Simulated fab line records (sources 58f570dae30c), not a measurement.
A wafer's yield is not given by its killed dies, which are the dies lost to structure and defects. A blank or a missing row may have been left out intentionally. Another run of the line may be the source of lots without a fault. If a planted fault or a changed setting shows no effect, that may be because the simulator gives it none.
A single fault, viewed from 2 desks | flow berkeleyCmos170 | what lay behind the numbers comes last; until then each desk has only its own

## THE METROLOGY DESK
What the gauges read for every lot (on any tool): the sampled wafers with a number, averaged. A lot is out of limits, marked OUT, if its mean lies more than 4 standard deviations from the usual mean; the brackets give that distance.
Columns: A = SCREENOX_OXIDE_THK at UCB170_SCREENOX_THK_MEAS_02, usual 14.36 nm; B = cdNm at UCB170_M1_CD_MEAS_90, usual 700.1 nm; C = M2_OVL at UCB170_M2_OVL_MEAS_16, usual 6 nm
lot  | first seen here | A     | B                | C
L165 | day 6 10:46     | 14.81 | 700.1            | 3
L167 | day 6 20:07     | 14.42 | 701.4            | 13
L169 | day 7 08:19     | 14.15 | 702.7            | 5
L170 | day 7 08:19     | 14.07 | 699.4            | -2
L171 | day 7 08:23     | 13.91 | 699.7            | 15
L174 | day 7 19:09     | 14.72 | 703.3            | 10
L172 | day 7 19:10     | 14.96 | 699.6            | 3
L173 | day 7 19:10     | 14.62 | 696.7            | -6
L176 | day 8 11:27     | 14.32 | 702.3            | 16
L177 | day 8 20:32     | 14.29 | 700.1            | 4
L179 | day 9 05:31     | 14.35 | 695.5            | 11
L182 | day 10 01:35    | 13.82 | 689.3 (-4.5) OUT | 5
L185 | day 10 01:39    | 14.44 | 701.1            | 4
L184 | day 10 01:42    | 14.51 | 701.9            | 8
L181 | day 10 01:43    | 14.49 | 691.5            | 7
This desk's verdict: out of limits on L182, starting with L182 at day 12 01:52 (cdNm at UCB170_M1_CD_MEAS_90). Within limits: L165, L167, L169, L170, L171, L174, L172, L173, L176, L177, L179, L185, L184, L181.

## TOOL OWNER'S DESK, rieMetal-01
The tool's own readings at UCB170_M1_METAL_ETCH_12 (etches Al in Cl2/BCl3, stops on PSG, target depth 780 nm, time 130 s): means of the sampled wafers that have a number, for each lot that ran on this tool. A lot is out of limits, marked OUT, if its mean lies more than 4 standard deviations from the usual mean; the brackets give that distance.
Columns: A = drypumpMotorCurrentA at UCB170_M1_METAL_ETCH_12, usual 5.9 A; B = mfcCl2Sccm at UCB170_M1_METAL_ETCH_12, usual 89.97 sccm; C = oesProductAu at UCB170_M1_METAL_ETCH_12, usual 0.853 a.u.; D = rfFwdPowerW at UCB170_M1_METAL_ETCH_12, usual 596.8 W; E = throttleValvePct at UCB170_M1_METAL_ETCH_12, usual 24.31 %
lot  | first seen here | A   | B     | C     | D               | E
L170 | day 9 09:28     | 6.7 | 89.73 | 0.833 | 594.7           | 24.29
L171 | day 9 11:14     | 6.7 | 89.76 | 0.841 | 596.6           | 24.29
L172 | day 9 22:13     | 6.7 | 89.54 | 0.838 | 595.1           | 24.29
L173 | day 10 01:30    | 6.8 | 89.98 | 0.837 | 595.8           | 24.29
L179 | day 11 07:47    | 6.0 | 90.17 | 0.857 | 678.7 (+36) OUT | 24.36
L182 | day 12 01:38    | 6.3 | 90.19 | 0.846 | 757.4 (+70) OUT | 24.33
L181 | day 12 03:31    | 6.4 | 90.15 | 0.850 | 756.2 (+69) OUT | 24.33
This desk's verdict: out of limits on L179, L181, L182, starting with L179 at day 11 07:47 (rfFwdPowerW at UCB170_M1_METAL_ETCH_12). Within limits: L170, L171, L172, L173.

## PUT TOGETHER
The tool owner's desk could have raised an alarm at day 11 07:47, on L179, L181, L182.
On L182, the metrology desk was in a position to raise an alarm at day 12 01:52.
The metrology desk has L179, L181 on record, within its limits.
On rieMetal-01, each named lot ran UCB170_M1_METAL_ETCH_12.

## WHAT HAD BEEN PUT IN BY THE SIMULATOR
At UCB170_M1_METAL_ETCH_12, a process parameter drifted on rieMetal-01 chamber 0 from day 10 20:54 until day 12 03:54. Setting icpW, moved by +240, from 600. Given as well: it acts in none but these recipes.
Shown lots that were struck: L179, L181, L182.
Time in hours from fault onset to the first out-of-limits reading at each desk: tool owner's desk 11, metrology desk 29.
